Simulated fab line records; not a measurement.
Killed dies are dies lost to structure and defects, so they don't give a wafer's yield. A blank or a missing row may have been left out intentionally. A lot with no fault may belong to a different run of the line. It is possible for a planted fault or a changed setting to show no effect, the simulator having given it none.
The tool behind it: which one? / flow rit-cmos / 14 lots with 42 wafers sampled at 6 steps, on a route of 202 steps

## WHAT THE GAUGES SHOWED, per wafer
RIT_ACTIVE_CD_MEAS_90: the cd target is 1400 nm.
lot=L472; measured=day 1 15:24; on=cd-sem-02; cd-nm (nm)=1402.6 1401.3 1404.6
lot=L474; measured=day 2 01:01; on=cd-sem-01; cd-nm (nm)=1401.2 1400.2 1400.8
lot=L475; measured=day 2 06:02; on=cd-sem-01; cd-nm (nm)=1397.4 1397.4 1397.7
lot=L476; measured=day 2 11:25; on=cd-sem-01; cd-nm (nm)=1398.7 1400.6 1401.8
lot=L477; measured=day 2 16:02; on=cd-sem-02; cd-nm (nm)=1402.2 1402.3 1401.2
lot=L479; measured=day 3 02:13; on=cd-sem-01; cd-nm (nm)=1403.7 1401.7 1400.3
lot=L480; measured=day 3 08:04; on=cd-sem-01; cd-nm (nm)=1402.5 1404.4 1402.2
lot=L481; measured=day 3 12:51; on=cd-sem-02; cd-nm (nm)=1400.1 1400.0 1401.0
lot=L482; measured=day 3 17:02; on=cd-sem-02; cd-nm (nm)=1399.0 1398.1 1400.0
lot=L484; measured=day 4 03:02; on=cd-sem-02; cd-nm (nm)=1403.5 1401.6 1401.9
lot=L490; measured=day 5 09:04; on=cd-sem-02; cd-nm (nm)=1401.2 1400.2 1397.9
lot=L493; measured=day 6 00:13; on=cd-sem-01; cd-nm (nm)=1403.2 1402.9 1404.6
lot=L494; measured=day 6 05:11; on=cd-sem-01; cd-nm (nm)=1401.1 1402.6 1401.2
lot=L495; measured=day 6 10:08; on=cd-sem-02; cd-nm (nm)=1399.5 1401.8 1401.5

RIT_PRETRO_OVL_MEAS_06.
lot=L472; measured=day 2 07:03; on=overlay-02; PRETRO_OVL (nm)=1.1 2.9 0.5
lot=L474; measured=day 2 17:38; on=overlay-01; PRETRO_OVL (nm)=0.9 0.5 0.0
lot=L475; measured=day 2 22:59; on=overlay-02; PRETRO_OVL (nm)=0.9 -0.1 -1.4
lot=L476; measured=day 3 03:05; on=overlay-01; PRETRO_OVL (nm)=0.8 1.2 0.3
lot=L477; measured=day 3 07:49; on=overlay-02; PRETRO_OVL (nm)=-1.7 -0.7 -0.6
lot=L479; measured=day 3 17:56; on=overlay-01; PRETRO_OVL (nm)=1.4 2.9 0.9
lot=L480; measured=day 3 23:24; on=overlay-02; PRETRO_OVL (nm)=1.2 3.5 2.1
lot=L481; measured=day 4 04:30; on=overlay-02; PRETRO_OVL (nm)=2.4 3.8 2.1
lot=L482; measured=day 4 09:20; on=overlay-01; PRETRO_OVL (nm)=1.5 1.5 2.8
lot=L484; measured=day 4 19:40; on=overlay-01; PRETRO_OVL (nm)=0.7 1.9 2.3
lot=L490; measured=day 6 01:52; on=overlay-02; PRETRO_OVL (nm)=1.7 -0.1 1.6
lot=L493; measured=day 6 16:21; on=overlay-02; PRETRO_OVL (nm)=-0.4 0.0 0.6
lot=L494; measured=day 6 21:41; on=overlay-01; PRETRO_OVL (nm)=1.0 1.3 1.2
lot=L495; measured=day 7 03:02; on=overlay-02; PRETRO_OVL (nm)=1.5 1.2 0.2

RIT_GATE_THK_MEAS_09.
lot=L472; measured=day 2 11:12; on=film-metro-01; GATE_POLY_THK (nm)=249.9 250.3 248.5
lot=L474; measured=day 2 22:19; on=film-metro-02; GATE_POLY_THK (nm)=255.1 254.4 255.7
lot=L475; measured=day 3 04:00; on=film-metro-01; GATE_POLY_THK (nm)=250.3 246.7 249.0
lot=L476; measured=day 3 08:40; on=film-metro-03; GATE_POLY_THK (nm)=247.2 247.3 246.8
lot=L477; measured=day 3 12:00; on=film-metro-02; GATE_POLY_THK (nm)=256.1 255.6 258.0
lot=L479; measured=day 3 23:04; on=film-metro-03; GATE_POLY_THK (nm)=248.8 249.8 249.7
lot=L480; measured=day 4 03:40; on=film-metro-02; GATE_POLY_THK (nm)=250.7 248.5 253.4
lot=L481; measured=day 4 08:39; on=film-metro-01; GATE_POLY_THK (nm)=253.5 253.0 253.7
lot=L482; measured=day 4 13:32; on=film-metro-02; GATE_POLY_THK (nm)=248.1 248.7 249.0
lot=L484; measured=day 5 03:19; on=film-metro-03; GATE_POLY_THK (nm)=247.5 246.0 248.3
lot=L490; measured=day 6 06:07; on=film-metro-02; GATE_POLY_THK (nm)=252.9 252.2 249.8
lot=L493; measured=day 6 20:30; on=film-metro-01; GATE_POLY_THK (nm)=248.3 251.3 250.1
lot=L494; measured=day 7 02:05; on=film-metro-03; GATE_POLY_THK (nm)=252.1 251.7 248.4
lot=L495; measured=day 7 07:22; on=film-metro-02; GATE_POLY_THK (nm)=249.5 249.1 249.9

RIT_M1_RS_MEAS_01: uses a four-point probe to measure.
lot=L472; measured=day 3 05:13; on=film-metro-02; M1_AL_RS (ohm/sq)=0.0748 0.0733 0.0736
lot=L474; measured=day 3 16:08; on=film-metro-02; M1_AL_RS (ohm/sq)=0.0737 0.0729 0.0735
lot=L475; measured=day 3 22:27; on=film-metro-03; M1_AL_RS (ohm/sq)=0.0749 0.0747 0.0755
lot=L476; measured=day 4 02:02; on=film-metro-03; M1_AL_RS (ohm/sq)=0.0748 0.0735 0.0744
lot=L477; measured=day 4 05:19; on=film-metro-03; M1_AL_RS (ohm/sq)=0.0730 0.0742 0.0745
lot=L479; measured=day 4 16:49; on=film-metro-03; M1_AL_RS (ohm/sq)=0.0731 0.0741 0.0746
lot=L480; measured=day 4 22:38; on=film-metro-02; M1_AL_RS (ohm/sq)=0.0500 0.0757 0.0745
lot=L481; measured=day 5 02:16; on=film-metro-04; M1_AL_RS (ohm/sq)=0.0744 0.0733 0.0740
lot=L482; measured=day 5 07:30; on=film-metro-02; M1_AL_RS (ohm/sq)=0.0743 0.0729 0.0495
lot=L484; measured=day 5 22:07; on=film-metro-02; M1_AL_RS (ohm/sq)=0.0748 0.0736 0.0743
lot=L490; measured=day 7 00:30; on=film-metro-02; M1_AL_RS (ohm/sq)=0.0727 0.0724 0.0731
lot=L493; measured=day 7 13:57; on=film-metro-04; M1_AL_RS (ohm/sq)=0.0721 0.0730 0.0735
lot=L494; measured=day 7 19:29; on=film-metro-04; M1_AL_RS (ohm/sq)=0.0728 0.0738 0.0732
lot=L495; measured=day 8 01:01; on=film-metro-02; M1_AL_RS (ohm/sq)=0.0732 0.0728 0.0734

RIT_M1_THK_MEAS_02: measures by xrf.
lot=L472; measured=day 3 05:19; on=film-metro-02; M1_AL_THK (nm)=403 411 408
lot=L474; measured=day 3 16:16; on=film-metro-02; M1_AL_THK (nm)=408 410 410
lot=L475; measured=day 3 22:34; on=film-metro-03; M1_AL_THK (nm)=402 405 401
lot=L476; measured=day 4 02:09; on=film-metro-03; M1_AL_THK (nm)=400 412 404
lot=L477; measured=day 4 05:25; on=film-metro-03; M1_AL_THK (nm)=412 407 408
lot=L479; measured=day 4 16:56; on=film-metro-03; M1_AL_THK (nm)=412 405 404
lot=L480; measured=day 4 22:43; on=film-metro-02; M1_AL_THK (nm)=594 394 404
lot=L481; measured=day 5 02:23; on=film-metro-04; M1_AL_THK (nm)=404 411 408
lot=L482; measured=day 5 07:37; on=film-metro-02; M1_AL_THK (nm)=405 411 604
lot=L484; measured=day 5 22:14; on=film-metro-02; M1_AL_THK (nm)=403 405 404
lot=L490; measured=day 7 00:36; on=film-metro-02; M1_AL_THK (nm)=413 416 414
lot=L493; measured=day 7 14:03; on=film-metro-04; M1_AL_THK (nm)=415 411 410
lot=L494; measured=day 7 19:35; on=film-metro-04; M1_AL_THK (nm)=410 406 410
lot=L495; measured=day 8 01:08; on=film-metro-02; M1_AL_THK (nm)=412 413 409

## EACH LOT AND THE TOOL THAT RAN IT (in order: tool; ch and the chambers of the sampled wafers; start)
lot=L472; RIT_M1_SPUTTER_00=pvd-sputter-04, day 3 04:53
lot=L474; RIT_M1_SPUTTER_00=pvd-sputter-04, day 3 15:51
lot=L475; RIT_M1_SPUTTER_00=pvd-sputter-03, day 3 22:08
lot=L476; RIT_M1_SPUTTER_00=pvd-sputter-04, day 4 01:44
lot=L477; RIT_M1_SPUTTER_00=pvd-sputter-03, day 4 05:00
lot=L479; RIT_M1_SPUTTER_00=pvd-sputter-03, day 4 16:32
lot=L480; RIT_M1_SPUTTER_00=pvd-sputter-03, day 4 22:26
lot=L481; RIT_M1_SPUTTER_00=pvd-sputter-04, day 5 01:58
lot=L482; RIT_M1_SPUTTER_00=pvd-sputter-03, day 5 07:13
lot=L484; RIT_M1_SPUTTER_00=pvd-sputter-04, day 5 21:49
lot=L490; RIT_M1_SPUTTER_00=pvd-sputter-04, day 7 00:10
lot=L493; RIT_M1_SPUTTER_00=pvd-sputter-04, day 7 13:37
lot=L494; RIT_M1_SPUTTER_00=pvd-sputter-03, day 7 19:10
lot=L495; RIT_M1_SPUTTER_00=pvd-sputter-04, day 8 00:43
- RIT_M1_SPUTTER_00: material Al, target thk 400 nm, time 500 s.

## AS READ BY THE TOOLS THEMSELVES (means over the sampled wafers that have a number; for cases with no such wafer, the mark the record gives instead)
RIT_M1_SPUTTER_00.
lot=L472; tool=pvd-sputter-04; substrate-temp-c (C)=24.90; throttle-valve-pct (%)=29.8
lot=L474; tool=pvd-sputter-04; substrate-temp-c (C)=25.15; throttle-valve-pct (%)=30.2
lot=L475; tool=pvd-sputter-03; substrate-temp-c (C)=25.09; throttle-valve-pct (%)=29.2
lot=L476; tool=pvd-sputter-04; substrate-temp-c (C)=24.98; throttle-valve-pct (%)=30.8
lot=L477; tool=pvd-sputter-03; substrate-temp-c (C)=25.05; throttle-valve-pct (%)=29.8
lot=L479; tool=pvd-sputter-03; substrate-temp-c (C)=25.02; throttle-valve-pct (%)=29.1
lot=L480; tool=pvd-sputter-03; substrate-temp-c (C)=25.09; throttle-valve-pct (%)=29.2
lot=L481; tool=pvd-sputter-04; substrate-temp-c (C)=24.97; throttle-valve-pct (%)=30.1
lot=L482; tool=pvd-sputter-03; substrate-temp-c (C)=25.05; throttle-valve-pct (%)=29.3
lot=L484; tool=pvd-sputter-04; substrate-temp-c (C)=25.01; throttle-valve-pct (%)=30.2
lot=L490; tool=pvd-sputter-04; substrate-temp-c (C)=25.06; throttle-valve-pct (%)=29.9
lot=L493; tool=pvd-sputter-04; substrate-temp-c (C)=24.94; throttle-valve-pct (%)=30.2
lot=L494; tool=pvd-sputter-03; substrate-temp-c (C)=24.92; throttle-valve-pct (%)=30.0
lot=L495; tool=pvd-sputter-04; substrate-temp-c (C)=25.04; throttle-valve-pct (%)=30.1

## THE ANSWER, worked out from the rows above alone
Rule: what is usual is taken from the lots themselves. The widest of any qualifying gaps counts: lots, ordered by their means at a reading, are off when they make up no more than a third of the lots, leave a main group of 4 or more, and stand apart from it by 3 or more times the standard deviation of that group's means. Not used: any main group whose means are identical at the precision the tables above print for the reading. A lot without any number at a reading at which 4 lots or more have one is off too. All remaining lots with rows at the step are treated as sound. After the gauges, taken in route order, come the tools' own readings; for these a lot's mean is taken, as printed above. At the first step where some lot is off, the reading lying furthest off is the one used; lots without a number count as furthest.
Off: at RIT_M1_RS_MEAS_01 (M1_AL_RS), L480, L482. The main group has a mean of 0.0737 ohm/sq with a standard deviation of 0.00063.
If a tool, at a process step before that reading, ran all the lots that are off and no sound lot after the first of them, it fits. Gauges at RIT_M1_RS_MEAS_01: tried the same way as those tools. None of those tried fits.

## WHAT THE SIMULATOR HAD PUT IN
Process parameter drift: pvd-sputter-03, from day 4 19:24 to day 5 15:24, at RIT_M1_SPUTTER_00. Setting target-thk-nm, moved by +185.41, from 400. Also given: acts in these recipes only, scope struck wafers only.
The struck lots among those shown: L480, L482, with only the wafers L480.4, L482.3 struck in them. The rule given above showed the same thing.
